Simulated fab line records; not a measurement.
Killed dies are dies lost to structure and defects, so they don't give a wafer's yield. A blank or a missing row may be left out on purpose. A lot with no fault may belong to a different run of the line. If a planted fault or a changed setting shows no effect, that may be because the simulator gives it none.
The tool behind it: which one? | flow ritCmos | 14 lots with 42 wafers sampled at 2 steps, on a route of 202 steps

WHAT THE GAUGES SHOWED, per wafer
RIT_SPACER_THK_MEAS_04. Usual: for SPACER_NITRIDE_THK the level is 251.0 nm and the standard deviation is 2.1.
lot  | measured    | on           | SPACER_NITRIDE_THK (nm) | flag
L725 | day 2 23:23 | filmMetro-01 | 249.0 249.8 250.1       | 
L726 | day 3 03:37 | filmMetro-02 | 251.0 252.4 251.5       | 
L727 | day 3 07:55 | filmMetro-02 | 247.6 250.1 250.0       | 
L729 | day 3 18:52 | filmMetro-01 | 250.0 251.2 252.1       | 
L730 | day 3 23:21 | filmMetro-01 | 251.5 253.5 251.7       | 
L732 | day 4 07:54 | filmMetro-01 | 250.9 250.1 250.9       | 
L733 | day 4 14:34 | filmMetro-01 | 248.7 251.2 250.2       | 
L735 | day 5 01:09 | filmMetro-02 | 251.0 248.9 248.9       | 
L736 | day 5 04:54 | filmMetro-02 | 249.2 249.2 249.8       | 
L741 | day 6 07:52 | filmMetro-02 | 502.0 495.9 496.0       | OFF
L742 | day 6 13:07 | filmMetro-01 | 501.4 505.4 503.3       | OFF
L744 | day 6 21:20 | filmMetro-04 | 248.7 249.9 250.4       | 
L746 | day 7 06:02 | filmMetro-02 | 252.9 250.5 249.6       | 
L748 | day 7 16:56 | filmMetro-02 | 252.3 250.4 250.9       | 

WHICH TOOL RAN EACH LOT (tool, then ch and the chambers of the sampled wafers, then the start)
lot  | RIT_SPACER_CVD_03
L725 | lpcvd-01 ch 0, day 2 21:28
L726 | lpcvd-02 ch 0, day 3 01:42
L727 | lpcvd-02 ch 0, day 3 06:00
L729 | lpcvd-01 ch 1, day 3 16:56
L730 | lpcvd-02 ch 0, day 3 21:26
L732 | lpcvd-01 ch 0, day 4 05:59
L733 | lpcvd-01 ch 0, day 4 12:38
L735 | lpcvd-01 ch 1, day 4 23:14
L736 | lpcvd-01 ch 1, day 5 02:58
L741 | lpcvd-02 ch 0, day 6 03:51
L742 | lpcvd-01 ch 0, day 6 09:07
L744 | lpcvd-01 ch 1, day 6 19:25
L746 | lpcvd-02 ch 1, day 7 04:07
L748 | lpcvd-01 ch 0, day 7 15:01
- RIT_SPACER_CVD_03: deposits Si3N4 from SiH2Cl2/NH3, target thk 250 nm, time 3300 s.

AS READ BY THE TOOLS THEMSELVES (means over the sampled wafers that have a number; for cases with no such wafer, the mark the record gives instead)
RIT_SPACER_CVD_03. Usual: zonePowerSourcePct at 22.4 %, with a standard deviation of 1.5.
lot  | tool     | zonePowerSourcePct (%) | flag
L725 | lpcvd-01 | 22.2                   | 
L726 | lpcvd-02 | 24.6                   | 
L727 | lpcvd-02 | 24.8                   | 
L729 | lpcvd-01 | 20.6                   | 
L730 | lpcvd-02 | 24.6                   | 
L732 | lpcvd-01 | 22.1                   | 
L733 | lpcvd-01 | 22.3                   | 
L735 | lpcvd-01 | 20.8                   | 
L736 | lpcvd-01 | 20.6                   | 
L741 | lpcvd-02 | 24.4                   | 
L742 | lpcvd-01 | 22.3                   | 
L744 | lpcvd-01 | 20.8                   | 
L746 | lpcvd-02 | 22.3                   | 
L748 | lpcvd-01 | 22.2                   | 

THE ANSWER, worked out from the rows above alone
Rule: take the mean of a lot's wafers that have a number; if it is more than 3 standard deviations from the usual mean, the lot is off. Also off: a lot with no number at a reading for which 4 or more lots have one. Any other lot the step has rows for is counted as sound. After the gauges, taken in route order, come the tools' own readings; for these a lot's mean is taken, as printed above. At the first step where some lot is off, the reading lying furthest off is the one used; lots without a number count as furthest.
Off: L741, L742, seen at RIT_SPACER_THK_MEAS_04 (SPACER_NITRIDE_THK).
A tool fits if, at a process step before that reading, it ran every lot that is off, and no sound lot after the first of them. Those tools and the gauges at RIT_SPACER_THK_MEAS_04 are tried in the same way. Not one of the candidates tried fits.

WHAT THE SIMULATOR HAD PUT IN
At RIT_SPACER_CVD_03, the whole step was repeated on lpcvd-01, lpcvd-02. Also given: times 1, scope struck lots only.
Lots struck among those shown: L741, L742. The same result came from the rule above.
